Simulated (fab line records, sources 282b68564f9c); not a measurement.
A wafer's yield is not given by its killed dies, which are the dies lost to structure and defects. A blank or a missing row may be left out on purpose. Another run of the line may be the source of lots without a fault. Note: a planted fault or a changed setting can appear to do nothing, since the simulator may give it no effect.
8D (eight disciplines) problem report, filled in by code + flow rit cmos + the parts of the form that need people (team, actions taken, sign-off) are left out

1. WHAT IS WRONG
PWELL_RS at RIT_WELLDRIVE_RS_MEAS_02 reads a mean of 441.9 ohm/sq on 6 wafers of 2 lots; wafers without a fault read 429.4 ohm/sq with a standard deviation of 1.3. That is +9.6 standard deviations from the usual mean.
The step: measures by four-point-probe.
First seen on wafer L228.2, day 5 13:59, on film metro-01. Wafers with a number at this step in the record: 42, from 14 lots. The rule behind "out" and "out of limits": a value lying over 4 standard deviations away from the usual mean. All remaining wafers that have a number are taken as sound.

2. WHAT IT IS AND WHAT IT IS NOT
| question                    | is                     | is not                                                                                 |
|-----------------------------|------------------------|----------------------------------------------------------------------------------------|
| which readings at this step | PWELL_RS               | -                                                                                      |
| which lots                  | L228, L230             | L213, L215, L217, L218, L219, L220, L221, L222, L231, L232, L233, L234                 |
| which wafers of those lots  | all that have a number | -                                                                                      |
| read on which gauges        | film metro-01          | film metro-02, film metro-04                                                           |
| when                        | from day 5 13:59       | up to then (24 sound wafers); but 12 sound wafers of L231, L232, L233, L234 came after |

3. SUSPECTS, AND WHAT RULES EACH OUT
Counting: a tool stays on the suspect list if, at a process step up to the reading, it processed all lots that are out and no sound lot following the first of them.
- the gauge at RIT_WELLDRIVE_RS_MEAS_02 has been ruled out. All the wafers that are out were read on film metro-01, but those of them that RIT_PWELL_IMPLANT_08 has rows for are out there too, on other tools.
- implanter-01 at RIT_PWELL_IMPLANT_08: kept. Every lot that is out went through it, starting with L228 (day 5 07:59), and after that it ran no sound lot; the last sound lot it ran before then is L222 (day 4 01:01). Its own readings are out on those wafers: beam energy keV.
After counting, what remains is implanter-01 at RIT_PWELL_IMPLANT_08.

4. THE CAUSE (what the simulator had put in)
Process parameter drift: implanter-01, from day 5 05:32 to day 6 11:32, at RIT_PWELL_IMPLANT_08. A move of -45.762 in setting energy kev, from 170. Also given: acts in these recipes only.
This tool alone remained once counting was done.

5. SEQUENCE OF EFFECTS, ordered by route
Rows list readings where the struck wafers' mean (over those with a number) sits beyond 3 standard deviations from the usual. Readings are gone through only where the record gives a usual standard deviation; hours: the median, over the lots, of the time from a lot's start at the first step in this table giving one to that lot's start at this step; sigmas: the change measured in usual standard deviations.
| hours | step                     | reading         | usual        | on struck wafers | change | sigmas      |
|-------|--------------------------|-----------------|--------------|------------------|--------|-------------|
| 0     | RIT_PWELL_IMPLANT_08     | beam energy keV | 169.99       | 124.23           | -45.76 | -99 or more |
| 6     | RIT_WELLDRIVE_RS_MEAS_02 | PWELL_RS        | 429.4 ohm/sq | 441.9            | +12.5  | +9.6        |
Its process steps:
- RIT_PWELL_IMPLANT_08

6. HOW IT WOULD HAVE BEEN CAUGHT EARLIER
The first out-of-limits reading at a measuring or inspecting step in this record came at day 5 13:59, 8 hours after the fault's start at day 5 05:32.
Tool's own readings at RIT_PWELL_IMPLANT_08, beam energy keV: out on all struck wafers the step has rows for; an alarm limit on them would have tripped on the first.
L230, from the lots that are out (2), started RIT_PWELL_IMPLANT_08 on implanter-01 later than day 5 13:59. Holding the tool at that time would have saved it.
